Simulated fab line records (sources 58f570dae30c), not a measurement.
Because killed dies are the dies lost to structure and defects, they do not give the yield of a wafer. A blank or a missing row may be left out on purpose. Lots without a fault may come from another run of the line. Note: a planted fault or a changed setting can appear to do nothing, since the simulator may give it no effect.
Which tool is to blame? ; flow berkeley_cmos170 ; 13 lots with 37 wafers sampled at 5 steps, on a route of 331 steps

## WHAT THE GAUGES READ, wafer by wafer
UCB170_FIELD_THK_MEAS_90.
lot;measured;on;FIELD_OXIDE_LEFT_1_THK (nm)
L475;day 4 19:52;film_metro-03;446 455 439
L476;day 5 01:42;film_metro-04;438 432 439
L477;day 5 12:47;film_metro-04;441 453 441
L478;day 5 12:47;film_metro-03;420 432 421
L479;day 6 01:53;film_metro-04;448 438 435
L480;day 6 01:54;film_metro-03;456 454 449
L481;day 6 13:10;film_metro-03;449 430 443
L484;day 6 13:10;film_metro-01;435 442 445
L488;day 7 16:17;film_metro-04;457
L493;day 8 18:04;film_metro-04;444 452 454
L495;day 8 18:04;film_metro-03;439 441 436
L497;day 9 05:52;film_metro-04;436 432 438
L498;day 9 17:05;film_metro-03;450 440 448

UCB170_V1_THK_MEAS_01.
lot;measured;on;V1_TEOS_THK (nm)
L475;day 7 02:30;film_metro-04;2082 2049 2066
L476;day 7 05:34;film_metro-04;2064 2074 2073
L477;day 7 21:47;film_metro-02;2106 2063 2107
L478;day 7 21:48;film_metro-01;2062 2120 2098
L479;day 8 08:14;film_metro-04;2061 2118 2098
L480;day 8 08:15;film_metro-02;2099 2143 2147
L481;day 8 20:22;film_metro-01;2067 2121 2102
L484;day 9 00:31;film_metro-04;2076 2066 2091
L488;day 10 07:46;film_metro-04;1796 1797
L493;day 11 03:02;film_metro-01;2088 2097 2122
L495;day 11 02:53;film_metro-04;2062 2102 2078
L497;day 11 14:13;film_metro-01;2068 2088 2075
L498;day 11 19:27;film_metro-01;2048 2060 2083

UCB170_V1_THK_MEAS_04.
lot;measured;on;V1_POLISHED_THK (nm)
L475;day 7 02:59;film_metro-02;1000.8 999.7 999.8
L476;day 7 06:03;film_metro-02;999.7 999.7 1001.7
L477;day 7 22:34;film_metro-02;1001.7 1001.1 999.6
L478;day 7 22:17;film_metro-01;999.4 1000.9 998.9
L479;day 8 08:43;film_metro-01;998.3 998.6 1000.2
L480;day 8 08:44;film_metro-04;998.9 999.7 1000.8
L481;day 8 20:51;film_metro-01;998.5 999.1 998.7
L484;day 9 01:00;film_metro-02;999.5 998.0 1000.3
L488;day 10 11:31;film_metro-02;760.3 759.8
L493;day 11 03:40;film_metro-04;998.1 999.4 999.9
L495;day 11 03:22;film_metro-04;1000.9 999.0 1000.0
L497;day 11 14:41;film_metro-04;1000.3 998.1 999.0
L498;day 11 19:56;film_metro-04;999.8 1000.7 998.2

## EACH LOT AND THE TOOL THAT RAN IT (in order: tool; ch and the chambers of the sampled wafers; start)
lot;UCB170_NWELL_STRIP_15;UCB170_V1_CVD_00
L475;plasma_asher-04 ch 0,1, day 2 03:32;pecvd-01 ch 0,1, day 7 02:21
L476;plasma_asher-04 ch 0,1, day 2 12:37;pecvd-02 ch 0,1, day 7 05:25
L477;plasma_asher-03 ch 0,1, day 2 19:19;pecvd-01 ch 0,1,2, day 7 21:38
L478;plasma_asher-04 ch 0,1, day 2 19:37;pecvd-02 ch 1,2, day 7 21:38
L479;plasma_asher-04 ch 0,1, day 3 09:00;pecvd-02 ch 0,2, day 8 08:05
L480;plasma_asher-04 ch 0,1, day 3 12:56;pecvd-03 ch 1,2, day 8 08:05
L481;plasma_asher-04 ch 0,1, day 3 18:54;pecvd-02 ch 0,1, day 8 20:13
L484;plasma_asher-02 ch 0,1, day 4 02:37;pecvd-03 ch 0,1, day 9 00:22
L488;plasma_asher-03 ch 1, day 5 03:01;pecvd-02 ch 2, day 10 07:35
L493;plasma_asher-02 ch 0,1, day 6 05:01;pecvd-03 ch 0,1, day 11 02:52
L495;plasma_asher-04 ch 0,1, day 6 09:19;pecvd-03 ch 0,1, day 11 02:43
L497;plasma_asher-02 ch 0,1, day 6 17:05;pecvd-01 ch 0,1, day 11 14:02
L498;plasma_asher-02 ch 0,1, day 7 01:37;pecvd-03 ch 0,1,2, day 11 19:18
- UCB170_NWELL_STRIP_15: strips in O2.
- UCB170_V1_CVD_00: deposits SiO2 from TEOS/O2, target thk 2000 nm, time 260.8 s.

## WHAT THE TOOLS THEMSELVES READ (means of the sampled wafers that have a number; where no wafer has one, the mark that the record gives instead)
UCB170_NWELL_STRIP_15.
lot;tool;drypump_motor_current_A (A);oes_product_au (a.u.);strip_time_to_endpoint_s (s)
L475;plasma_asher-04;5.39;0.720;18.06
L476;plasma_asher-04;5.40;0.722;18.07
L477;plasma_asher-03;5.62;0.720;18.07
L478;plasma_asher-04;5.40;0.724;18.12
L479;plasma_asher-04;5.41;0.722;18.05
L480;plasma_asher-04;5.42;0.720;18.11
L481;plasma_asher-04;5.40;0.717;18.11
L484;plasma_asher-02;5.95;0.715;18.22
L488;plasma_asher-03;5.19;0.726;18.14
L493;plasma_asher-02;5.94;0.719;17.97
L495;plasma_asher-04;5.42;0.722;18.01
L497;plasma_asher-02;5.98;0.720;18.13
L498;plasma_asher-02;5.93;0.721;17.93

UCB170_V1_CVD_00.
lot;tool;heater_power_w (W);pressure_mtorr (mTorr)
L475;pecvd-01;269;8998
L476;pecvd-02;258;8998
L477;pecvd-01;250;8975
L478;pecvd-02;303;9004
L479;pecvd-02;289;8981
L480;pecvd-03;195;8991
L481;pecvd-02;258;8997
L484;pecvd-03;243;9001
L488;pecvd-02;364;8994
L493;pecvd-03;279;9006
L495;pecvd-03;208;8996
L497;pecvd-01;248;9015
L498;pecvd-03;258;9007

## THE ANSWER, worked out from the rows above alone
Rule: usual is defined by the lots themselves. Put in order of their means at a reading, lots are off if they are a third of the lots or fewer, leave a main group of 4 or more, and stand apart from it by a gap of 3 or more times the standard deviation of the main group's means; of several such gaps the widest counts. A main group whose means are all the same, to the digits that the tables above print for the reading, isn't used. Also off: a lot with no number at a reading for which 4 or more lots have one. The other lots that the step has rows for count as sound. Order of review: gauges by route order, followed by the tools' own readings, for which a lot's mean as printed above is used. The first step at which some lot is off is used, and at that step the reading that is off furthest; a lot without a number counts as furthest.
Off: L488, at UCB170_V1_THK_MEAS_01 (V1_TEOS_THK). For the main group the mean is 2087 nm and the standard deviation 18.
If a tool, at a process step before that reading, ran all the lots that are off and no sound lot after the first of them, it fits. Not tried: the gauges at UCB170_V1_THK_MEAS_01; whatever is off there is also off at UCB170_V1_THK_MEAS_04, on other tools, and gauge error can't account for it. This does not decide it: 2 tools fit, namely plasma_asher-03 at UCB170_NWELL_STRIP_15 and pecvd-02 at UCB170_V1_CVD_00.

## WHAT THE SIMULATOR HAD INSERTED
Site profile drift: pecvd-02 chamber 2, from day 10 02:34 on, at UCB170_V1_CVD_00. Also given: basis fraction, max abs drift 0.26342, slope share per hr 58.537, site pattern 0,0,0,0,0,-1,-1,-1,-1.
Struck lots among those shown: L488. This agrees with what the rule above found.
